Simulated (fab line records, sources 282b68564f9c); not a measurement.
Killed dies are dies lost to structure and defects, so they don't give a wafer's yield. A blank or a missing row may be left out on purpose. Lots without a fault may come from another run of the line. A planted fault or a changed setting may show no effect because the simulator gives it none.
fab line records | flow rit_cmos
record lots=14 wafers=42 last_day=7
route steps=202 shown PWELL@45 PRETRO@65 NSD@141 SILICIDE@162 M1@202
lots that met no fault: from a run of the same line without faults
start_h: hours from the record's first day to the start of the lot's first wafer shown | wait_h: hours since the lot's step before | " the same as in the row above | L1.1+2: a row that stands for several wafers | - no value, or no start given | * or withheld: withheld | < > ~ a bound
route shown NAME@n: a module of which the file shows steps, and the number in the route of the first | usual: mean/standard deviation of fault-free wafers | same: alike in all rows | chamber/n: place in a boat | sites: the reading at each site | _std_site: their standard deviation | _edge_site: outer sites' mean less inner sites' | radius_mm: how far each site lies from the wafer's centre | mask NAME#n: copy n | behind: the tool/chamber that last shaped the wafer | hold: why the lot was held/for how many hours/how that ended | device: the transistor (n, p or np) that didn't switch | end of line: the same wafers' tests at the end of the route | a step without rows: its recipe alone | killed: dies lost to structure and defects at the first sort, not the wafer's yield | map: a wafer's dies, x killed, . not, _ none there
set.NAME: the setting as run; set.NAME@STEP: as run at that earlier step | model.NAME: the simulator's own value behind a step, which no gauge read
steps of the route over a sample of lots; a table a step, a row a wafer
services: from which hour (start_h, from the record's first day; less than 0 if before it) a tool's chamber was out of use, for how many hours, and why
## steps
# step RIT_PWELL_OVL_MEAS_06
# usual PWELL_OVL=1.2/1.7
# columns lot.wafer tool chamber start_h wait_h PWELL_OVL[nm]
L621.2 overlay-01 - 23.64 - 2.5
L621.3 " - " " 0.6
L621.4 " - " " 1.9
L622.1 overlay-02 - 28.06 - 0.9
L622.3 " - " " 3.0
L622.6 " - " " 1.7
L625.1 overlay-01 - 43.17 - -0.8
L625.4 " - " " -1.7
L625.5 " - " " -0.7
L629.1 overlay-02 - 62.51 - 1.8
L629.2 " - " " 1.2
L629.4 " - " " 1.5
L631.1 overlay-01 - 72.07 - 2.0
L631.3 " - " " 4.0
L631.4 " - " " 2.4
L633.2 overlay-01 - 83.27 - -1.3
L633.3 " - " " -1.0
L633.5 " - " " -1.6
L634.2 overlay-02 - 88.31 - 2.6
L634.5 " - " " 4.0
L634.6 " - " " 2.7
L635.3 overlay-01 - 92.01 - 2.0
L635.4 " - " " 2.7
L635.5 " - " " 4.0
L636.1 overlay-01 - 96.77 - 0.0
L636.2 " - " " -1.8
L636.4 " - " " -0.5
L637.2 overlay-01 - 102.30 - -2.0
L637.3 " - " " 0.8
L637.6 " - " " -0.9
L638.3 overlay-01 - 108.19 - 3.7
L638.4 " - " " 2.1
L638.5 " - " " 3.1
L639.2 overlay-02 - 112.99 - -0.1
L639.4 " - " " 0.1
L639.5 " - " " 1.7
L640.3 overlay-01 - 116.77 - -0.4
L640.4 " - " " -0.2
L640.5 " - " " -2.1
L643.3 overlay-02 - 132.92 - -0.9
L643.4 " - " " 1.0
L643.5 " - " " 1.5
# step RIT_PRETRO_COAT_01
# recipe resist=NOVOLAK spin_rpm=2000 resist_thk_nm=1300
# usual dispense_pressure_kPa=52.2/1.5 spin_speed_rpm=1999.9/1.4
# columns lot.wafer tool chamber start_h wait_h dispense_pressure_kPa spin_speed_rpm
L621.2 litho_track-04 0 31.75 0.1 49.7 2001.9
L621.3 " 0 " " 49.6 2001.8
L621.4 " 0 " " 49.7 2001.6
L622.1 litho_track-01 0 35.97 0.1 51.8 2000.8
L622.3 " 0 " " 51.7 1998.9
L622.6 " 0 " " 51.8 2001.4
L625.1 litho_track-03 0 51.08 0.1 53.6 1998.7
L625.4 " 0 " " 53.6 1997.8
L625.5 " 0 " " 53.6 1997.9
L629.1 litho_track-01 0 70.56 0.1 51.8 1927.9
L629.2 " 0 " " 51.8 1927.6
L629.4 " 0 " " 51.7 1925.0
L631.1 litho_track-01 0 80.29 0.1 51.8 1923.9
L631.3 " 0 " " 51.7 1927.8
L631.4 " 0 " " 51.8 1928.3
L633.2 litho_track-03 0 91.11 0.1 53.6 2001.0
L633.3 " 0 " " 53.6 1999.8
L633.5 " 0 " " 53.6 1998.7
L634.2 litho_track-03 0 96.33 0.1 53.6 1997.3
L634.5 " 0 " " 53.6 1997.4
L634.6 " 0 " " 53.6 2000.4
L635.3 litho_track-04 0 99.91 0.1 49.7 1999.6
L635.4 " 0 " " 49.7 2001.9
L635.5 " 0 " " 49.6 2001.5
L636.1 litho_track-03 0 104.47 0.1 53.6 1999.0
L636.2 " 0 " " 53.6 2000.7
L636.4 " 0 " " 53.6 2000.9
L637.2 litho_track-03 0 110.19 0.1 53.6 1999.0
L637.3 " 0 " " 53.6 2000.1
L637.6 " 0 " " 53.6 2001.0
L638.3 litho_track-04 0 116.21 0.1 49.7 1999.6
L638.4 " 0 " " 49.7 1998.8
L638.5 " 0 " " 49.7 1997.6
L639.2 litho_track-03 0 120.70 0.1 53.6 2000.5
L639.4 " 0 " " 53.6 2000.4
L639.5 " 0 " " 53.6 1999.8
L640.3 litho_track-04 0 124.50 0.1 49.7 1999.7
L640.4 " 0 " " 49.7 2000.0
L640.5 " 0 " " 49.7 2000.6
L643.3 litho_track-04 0 141.07 0.1 49.7 2000.7
L643.4 " 0 " " 49.7 2001.3
L643.5 " 0 " " 49.7 1998.8
# step RIT_NSD_TW_MEAS_10
# usual NSD_TW=3118/18
# columns lot.wafer tool chamber start_h wait_h NSD_TW
L621.2 film_metro-03 - 48.63 0.1 3109
L621.3 " - " " 3088
L621.4 " - " " 3109
L622.1 film_metro-01 - 52.93 0.1 3130
L622.3 " - " " 3132
L622.6 " - " " 3138
L625.1 film_metro-04 - 68.20 0.1 3124
L625.4 " - " " 3114
L625.5 " - " " 3120
L629.1 film_metro-04 - 89.89 0.1 3116
L629.2 " - " " 3095
L629.4 " - " " 3105
L631.1 film_metro-04 - 97.53 0.1 3128
L631.3 " - " " 3128
L631.4 " - " " 3121
L633.2 film_metro-03 - 108.14 0.1 3112
L633.3 " - " " 3122
L633.5 " - " " 3124
L634.2 film_metro-04 - 113.94 0.1 3133
L634.5 " - " " 3131
L634.6 " - " " 3108
L635.3 film_metro-01 - 117.85 0.1 3148
L635.4 " - " " 3158
L635.5 " - " " 3139
L636.1 film_metro-04 - 121.72 0.1 3115
L636.2 " - " " 3120
L636.4 " - " " 3122
L637.2 film_metro-01 - 126.95 0.1 3133
L637.3 " - " " 3141
L637.6 " - " " 3124
L638.3 film_metro-04 - 133.58 0.1 3125
L638.4 " - " " 3121
L638.5 " - " " 3120
L639.2 film_metro-03 - 138.28 0.1 3108
L639.4 " - " " 3110
L639.5 " - " " 3110
L640.3 film_metro-04 - 143.89 0.1 3117
L640.4 " - " " 3111
L640.5 " - " " 3109
L643.3 film_metro-03 - 158.11 0.1 3095
L643.4 " - " " 3128
L643.5 " - " " 3128
# step RIT_SILICIDE_SPUTTER_01
# recipe material=Ti target_thk_nm=30 power_w=350 chamber_pressure_pa=0.667 gas=Ar time_s=240 substrate_temp_c=25
# usual throttle_valve_pct=29.7/0.87
# columns lot.wafer tool chamber start_h wait_h throttle_valve_pct
L621.2 pvd_sputter-03 - 51.05 0.0 28.9
L621.3 " - " " 30.0
L621.4 " - " " 30.6
L622.1 pvd_sputter-04 - 55.54 0.0 31.6
L622.3 " - " " 30.8
L622.6 " - " " 31.2
L625.1 pvd_sputter-03 - 70.73 0.0 29.9
L625.4 " - " " 29.3
L625.5 " - " " 30.9
L629.1 pvd_sputter-03 - 92.50 0.0 30.0
L629.2 " - " " 29.2
L629.4 " - " " 29.9
L631.1 pvd_sputter-03 - 100.05 0.0 29.3
L631.3 " - " " 29.1
L631.4 " - " " 30.8
L633.2 pvd_sputter-03 - 110.53 0.0 29.7
L633.3 " - " " 29.1
L633.5 " - " " 29.0
L634.2 pvd_sputter-03 - 116.54 0.0 30.7
L634.5 " - " " 29.5
L634.6 " - " " 28.9
L635.3 pvd_sputter-01 - 120.23 0.0 30.2
L635.4 " - " " 30.4
L635.5 " - " " 28.7
L636.1 pvd_sputter-03 - 124.41 0.0 28.8
L636.2 " - " " 30.6
L636.4 " - " " 29.4
L637.2 pvd_sputter-01 - 129.46 0.0 28.7
L637.3 " - " " 29.8
L637.6 " - " " 29.0
L638.3 pvd_sputter-03 - 135.96 0.0 30.5
L638.4 " - " " 29.3
L638.5 " - " " 29.1
L639.2 pvd_sputter-01 - 140.78 0.0 28.3
L639.4 " - " " 28.8
L639.5 " - " " 28.3
L640.3 pvd_sputter-03 - 146.43 0.0 30.7
L640.4 " - " " 28.6
L640.5 " - " " 28.9
L643.3 pvd_sputter-01 - 160.91 0.0 30.8
L643.4 " - " " 28.3
L643.5 " - " " 29.8
# step RIT_M1_PROBE_99
# usual killed_at_M0_to_M3=0.0/0.14 killed_at_contacts=0.0/0.22 killed_at_front_end=7/3 killed_dies=7/3.1 killed_open=3.4/2.1 killed_short=3.2/1.9
# same gross_dies=264 killed_at_M4_up=0 killed_at_back_side=0 killed_at_other=0
# columns lot.wafer tool chamber start_h wait_h killed_at_M0_to_M3 killed_at_contacts killed_at_front_end killed_dies killed_open killed_short
L634.2 prober-01 - 123.63 0.1 0 0 13 13 5 8
L634.5 prober-01 - 123.78 0.2 0 0 3 3 0 3
L634.6 prober-01 - 123.83 0.2 0 0 7 7 6 1
L636.1 prober-01 - 131.29 0.1 0 0 4 4 4 0
L636.2 prober-01 - 131.34 0.1 0 0 6 6 3 3
L636.4 prober-01 - 131.44 0.2 0 0 11 11 8 3
# killed by level:class
L634.2 GATE:geometric_particle:short=4 REOX:geometric_particle:short=4 GATE:geometric_particle:open=3 REOX:geometric_particle:open=1 SILICIDE:geometric_particle:open=1
L634.5 FOX2:geometric_particle:short=1 REOX:geometric_particle:short=1 SPACER:geometric_particle:short=1
L634.6 REOX:geometric_particle:open=4 FOX1:geometric_particle:short=1 FOX1:geometric_particle:open=1 SPACER:geometric_particle:open=1
L636.1 GATE:geometric_particle:open=2 FOX2:geometric_particle:open=1 SPACER:geometric_particle:open=1
L636.2 SPACER:geometric_particle:short=2 FOX1:geometric_particle:open=1 GATE:geometric_particle:short=1 GATE:geometric_particle:open=1 SILICIDE:geometric_particle:open=1
L636.4 SILICIDE:geometric_particle:open=4 GATE:geometric_particle:open=2 FOX1:geometric_particle:open=1 FOX2:geometric_particle:short=1 GATE:geometric_particle:short=1 REOX:geometric_particle:short=1 REOX:geometric_particle:open=1
## services
# columns tool chamber start_h hours kind
pvd_sputter-01 - 107.00 1.3 repair
pvd_sputter-04 - 112.74 13.6 repair
pvd_sputter-04 - 116.17 2.6 repair
## key
first_sign step=RIT_PRETRO_COAT_01 reading=spin_speed_rpm direction=down sigmas=54 usual=1999.9 struck=1926.7
effect none on later readings
met_at RIT_PRETRO_COAT_01
struck_lots L629,L631
tester_left_out L629,L631
not_acting_at RIT_PWELL_OVL_MEAS_06,RIT_NSD_TW_MEAS_10,RIT_SILICIDE_SPUTTER_01
onset_between 35.97 70.56
fault kind=process_parameter_drift tool=litho_track-01 chamber=- onset_h=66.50 steps=RIT_PRETRO_COAT_01 channel=spin_rpm offset=-72.805 shape=step end_h=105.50 acts_in=these_recipes_only stated=2000
# tester_left_out: of these lots the tester's yield and bins aren't shown, on N5 and GAA mostly nor the transistor test; their killed dies are dies lost to structure and defects alone, not to doping, threshold or leakage, so they don't give the yield
